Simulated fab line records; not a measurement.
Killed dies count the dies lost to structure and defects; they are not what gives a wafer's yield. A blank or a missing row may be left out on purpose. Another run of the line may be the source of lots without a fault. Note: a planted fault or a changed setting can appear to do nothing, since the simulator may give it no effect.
Split-lot trial ; flow berkeley-cmos170 ; 23 wafers read across 5 lots, on a route 331 steps long

THE SPLIT
At UCB170_CONTACT_CVD_01 (deposits PSG from SiH4/O2/PH3, target thk 700 nm, time 2820 s), the setting sih4-flow-sccm was moved away from the recipe's 60 sccm on 20 of the 23 wafers read, by -13.9% to +8.2%. The other wafers ran this setting at the recipe's value.

Split to reading: the file shows no intervening step.

THE READING
CONTACT_PSG_THK at UCB170_CONTACT_THK_MEAS_02, in nm. On this fab line, fault-free wafers typically give 701 nm with a standard deviation of 4.9 nm.

wafer;tool, chamber at the split;sih4-flow-sccm as run, sccm;against the recipe;CONTACT_PSG_THK, nm;against lot-mates on the recipe
L075.1;-, -;51.66;-13.9%;678;no lot-mate on the recipe
L075.3;-, -;51.66;-13.9%;668;no lot-mate on the recipe
L075.4;-, -;51.66;-13.9%;673;no lot-mate on the recipe
L075.5;-, -;51.66;-13.9%;675;no lot-mate on the recipe
L075.6;-, -;51.66;-13.9%;670;no lot-mate on the recipe
L078.1;lpcvd-01, 1;60;recipe;705;-
L078.5;lpcvd-01, 1;60;recipe;710;-
L078.6;lpcvd-01, 1;60;recipe;709;-
L082.1;-, -;64.89;+8.1%;720;no lot-mate on the recipe
L082.2;-, -;64.89;+8.1%;722;no lot-mate on the recipe
L082.3;-, -;64.89;+8.1%;722;no lot-mate on the recipe
L082.5;-, -;64.89;+8.1%;724;no lot-mate on the recipe
L082.6;-, -;64.89;+8.1%;721;no lot-mate on the recipe
L084.1;-, -;52.04;-13.3%;669;no lot-mate on the recipe
L084.2;-, -;52.04;-13.3%;669;no lot-mate on the recipe
L084.3;-, -;52.04;-13.3%;669;no lot-mate on the recipe
L084.4;-, -;52.04;-13.3%;667;no lot-mate on the recipe
L084.6;-, -;52.04;-13.3%;670;no lot-mate on the recipe
L085.1;-, -;64.92;+8.2%;723;no lot-mate on the recipe
L085.2;-, -;64.92;+8.2%;720;no lot-mate on the recipe
L085.4;-, -;64.92;+8.2%;723;no lot-mate on the recipe
L085.5;-, -;64.92;+8.2%;723;no lot-mate on the recipe
L085.6;-, -;64.92;+8.2%;721;no lot-mate on the recipe

FIT RESULTS
A straight line over all 23 wafers: CONTACT_PSG_THK changes by +2.36 nm for each +1% of sih4-flow-sccm; r = +0.99; the points scatter about the line by 3.4 nm.
Too few moved wafers have a lot-mate on the recipe to fit a line with each lot's own level taken away.

THE WHOLE CHAIN: every reading that the file lists as answering this split, in the file's order
step;what it does;reading;change (the file's fit);r (the file's)
UCB170_CONTACT_CVD_01;deposits PSG from SiH4/O2/PH3, target thk 700 nm, time 2820 s;PSG_of_CONTACT_CVD_01.thk-nm (the simulator's own value, which no gauge read);+2.36 nm for each +1% of the setting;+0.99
UCB170_CONTACT_THK_MEAS_02;;CONTACT_PSG_THK;+2.36 for each +1% of the setting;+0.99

THE FILE'S OWN FIT
CONTACT_PSG_THK changes by +2.36 nm for each +1% of sih4-flow-sccm, r = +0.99.
